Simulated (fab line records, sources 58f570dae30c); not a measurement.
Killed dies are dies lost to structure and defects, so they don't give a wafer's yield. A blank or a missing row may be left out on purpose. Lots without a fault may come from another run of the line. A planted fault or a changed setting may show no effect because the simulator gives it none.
Which tool did it? | flow berkeley_cmos170 | 14 lots, 42 wafers sampled, at 3 steps of a route of 331

WHAT THE GAUGES READ, wafer by wafer
UCB170_NVT_TW_MEAS_09.
lot  | measured     | on            | NVT_TW
L476 | day 6 12:56  | film_metro-04 | 521.6 523.8 522.5
L477 | day 6 13:02  | film_metro-02 | 530.9 529.5 526.5
L478 | day 6 22:59  | film_metro-03 | 528.5 528.5 525.9
L481 | day 8 00:26  | film_metro-02 | 521.6 521.1 520.7
L483 | day 8 00:52  | film_metro-02 | 522.7 521.0 524.2
L482 | day 8 00:59  | film_metro-04 | 523.8 526.0 520.5
L484 | day 8 01:16  | film_metro-03 | 524.6 524.4 527.4
L487 | day 8 19:47  | film_metro-04 | 519.9 522.0 523.6
L490 | day 9 04:53  | film_metro-02 | 522.3 519.8 519.9
L488 | day 9 09:15  | film_metro-02 | 524.5 522.2 521.3
L492 | day 10 00:55 | film_metro-02 | 522.3 523.5 516.6
L496 | day 10 14:01 | film_metro-04 | 520.1 520.8 521.1
L497 | day 11 04:58 | film_metro-02 | 528.1 527.9 525.0
L499 | day 11 14:59 | film_metro-02 | 527.8 528.2 528.7

WHICH TOOL RAN EACH LOT (tool, then ch and the chambers of the sampled wafers, then the start)
lot  | UCB170_NWELL_IMPLANT_14        | UCB170_PWELL_ETCH_14
L476 | implanter-03 ch 0, day 2 15:07 | rie_diel-03 ch 0,2,3, day 3 11:48
L477 | implanter-02 ch 0, day 2 19:11 | rie_diel-01 ch 0,1,3, day 3 11:40
L478 | implanter-04 ch 0, day 3 04:47 | rie_diel-02 ch 0,2, day 3 21:44
L481 | implanter-03 ch 0, day 3 14:41 | rie_diel-03 ch 0,2, day 4 23:05
L483 | implanter-02 ch 0, day 3 18:55 | rie_diel-02 ch 0,2, day 4 22:29
L482 | implanter-03 ch 0, day 3 19:41 | rie_diel-03 ch 0,1, day 4 23:32
L484 | implanter-02 ch 0, day 4 00:46 | rie_diel-02 ch 0,2,3, day 4 23:21
L487 | implanter-04 ch 0, day 4 21:02 | rie_diel-01 ch 1,3, day 5 15:29
L490 | implanter-04 ch 0, day 5 06:42 | rie_diel-02 ch 1,2,3, day 5 23:18
L488 | implanter-02 ch 0, day 5 06:59 | rie_diel-02 ch 0,1,3, day 5 23:34
L492 | implanter-02 ch 0, day 5 20:56 | rie_diel-01 ch 1,2,3, day 6 16:37
L496 | implanter-03 ch 0, day 6 16:23 | rie_diel-03 ch 0,1, day 7 07:24
L497 | implanter-04 ch 0, day 6 23:07 | rie_diel-03 ch 1,2,3, day 7 19:45
L499 | implanter-03 ch 0, day 7 04:31 | rie_diel-03 ch 0,2, day 8 08:29
- UCB170_NWELL_IMPLANT_14
- UCB170_PWELL_ETCH_14: etches Si3N4 in CH3F/Ar/O2, stops on SiO2, target depth 242 nm, time 151 s.

WHAT THE TOOLS THEMSELVES READ (means of the sampled wafers that have a number; where no wafer has one, the mark that the record gives instead)
UCB170_NWELL_IMPLANT_14.
lot  | tool         | tilt_deg (degrees)
L476 | implanter-03 | 6.994
L477 | implanter-02 | 6.995
L478 | implanter-04 | 7.002
L481 | implanter-03 | 6.996
L483 | implanter-02 | 6.991
L482 | implanter-03 | 6.990
L484 | implanter-02 | 7.018
L487 | implanter-04 | 6.985
L490 | implanter-04 | 6.999
L488 | implanter-02 | 6.184
L492 | implanter-02 | 6.210
L496 | implanter-03 | 6.962
L497 | implanter-04 | 6.999
L499 | implanter-03 | 6.983

UCB170_PWELL_ETCH_14.
lot  | tool        | drypump_motor_current_A (A) | oes_product_au (a.u.) | throttle_valve_pct (%)
L476 | rie_diel-03 | 6.1                         | 0.934                 | 7.95
L477 | rie_diel-01 | 5.5                         | 0.938                 | 8.00
L478 | rie_diel-02 | 5.4                         | 0.953                 | 8.09
L481 | rie_diel-03 | 6.4                         | 0.951                 | 8.02
L483 | rie_diel-02 | 5.6                         | 0.944                 | 8.18
L482 | rie_diel-03 | 6.1                         | 0.949                 | 8.06
L484 | rie_diel-02 | 5.4                         | 0.943                 | 8.12
L487 | rie_diel-01 | 5.0                         | 0.948                 | 8.09
L490 | rie_diel-02 | 5.5                         | 0.951                 | 8.20
L488 | rie_diel-02 | 5.4                         | 0.946                 | 8.10
L492 | rie_diel-01 | 5.2                         | 0.946                 | 8.03
L496 | rie_diel-03 | 6.1                         | 0.969                 | 8.06
L497 | rie_diel-03 | 5.7                         | 0.944                 | 8.09
L499 | rie_diel-03 | 6.5                         | 0.956                 | 8.01

THE ANSWER, worked out from the rows above alone
Rule: what is usual is taken from the lots themselves. Put in order of their means at a reading, lots are off if they are a third of the lots or fewer, leave a main group of 4 or more, and stand apart from it by a gap of 3 or more times the standard deviation of the main group's means; of several such gaps the widest counts. A main group whose means are all the same, to the digits that the tables above print for the reading, isn't used. A lot without any number at a reading at which 4 lots or more have one is off too. The other lots that the step has rows for count as sound. The gauges are gone through in route order, then the tools' own readings, and for those a lot's mean is taken as printed above. The first step at which some lot is off is used, and at that step the reading that is off furthest; a lot without a number counts as furthest.
Off: L488, L492, at UCB170_NWELL_IMPLANT_14 (tilt_deg). The main group: mean 6.993 degrees, standard deviation 0.013.
A tool fits if, at that step or a process step before it, it ran every lot that is off, and no sound lot after the first of them. One fits: implanter-02 at UCB170_NWELL_IMPLANT_14. Its last sound lot is L484 (day 4 00:46), its first lot that is off L488 (day 5 06:59): a fault that began between those two fits.
The tool's own readings at UCB170_NWELL_IMPLANT_14 bear it out: on the lots that are off they differ by more than 5 times the standard deviation of the sound lots' means. tilt_deg reads 6.197 degrees there against 6.993 degrees on the sound lots.

WHAT THE SIMULATOR HAD PUT IN
Process parameter drift: implanter-02, from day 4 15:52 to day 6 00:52, at UCB170_NWELL_IMPLANT_14. Setting tilt_deg, moved by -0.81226, from 7. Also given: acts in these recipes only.
Lots struck among those shown: L488, L492. The rule above found the same.
